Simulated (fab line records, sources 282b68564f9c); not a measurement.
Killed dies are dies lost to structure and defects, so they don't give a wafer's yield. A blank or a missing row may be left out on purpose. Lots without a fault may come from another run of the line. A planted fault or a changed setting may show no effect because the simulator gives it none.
Which tool did it? | flow rit_cmos | 6 lots, 18 wafers sampled, at 2 steps of a route of 202

WHAT THE GAUGES READ, wafer by wafer
RIT_FOX1_THK_MEAS_01.
lot  | measured    | on            | FOX1_OXIDE_THK (nm)
L695 | day 1 23:22 | film_metro-01 | 352 351 349
L703 | day 3 14:44 | film_metro-03 | 231 230 230
L706 | day 4 04:50 | film_metro-03 | 350 352 350
L708 | day 4 14:58 | film_metro-01 | 345 343 347
L713 | day 5 16:39 | film_metro-01 | 353 351 348
L716 | day 6 06:50 | film_metro-01 | 355 352 354

WHICH TOOL RAN EACH LOT (tool, then ch and the chambers of the sampled wafers, then the start)
lot  | RIT_FOX1_OXIDATION_00
L695 | furnace-04 ch 0, day 1 22:03
L703 | furnace-01 ch 0, day 3 13:26
L706 | furnace-04 ch 0, day 4 03:31
L708 | furnace-04 ch 0, day 4 13:39
L713 | furnace-03 ch 0, day 5 15:20
L716 | furnace-03 ch 0, day 6 05:31
- RIT_FOX1_OXIDATION_00: target thk 350.7 nm, ox time 1130 s.

THE ANSWER, worked out from the rows above alone
Rule: what is usual is taken from the lots themselves. Put in order of their means at a reading, lots are off if they are a third of the lots or fewer, leave a main group of 4 or more, and stand apart from it by a gap of 3 or more times the standard deviation of the main group's means; of several such gaps the widest counts. A main group whose means are all the same, to the digits that the tables above print for the reading, isn't used. A lot without any number at a reading at which 4 lots or more have one is off too. The other lots that the step has rows for count as sound.
Off: L703, at RIT_FOX1_THK_MEAS_01 (FOX1_OXIDE_THK). The main group: mean 350 nm, standard deviation 2.8.
A tool fits if, at a process step before that reading, it ran every lot that is off, and no sound lot after the first of them. The gauges at RIT_FOX1_THK_MEAS_01 are tried like those tools. One fits: furnace-01 at RIT_FOX1_OXIDATION_00. It ran no sound lot before its first lot that is off in this sample, so the start can't be narrowed down.

WHAT THE SIMULATOR HAD PUT IN
Process parameter drift: furnace-01, from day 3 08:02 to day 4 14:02, at RIT_FOX1_OXIDATION_00. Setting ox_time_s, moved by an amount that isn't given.
Lots struck among those shown: L703. The rule above found the same.
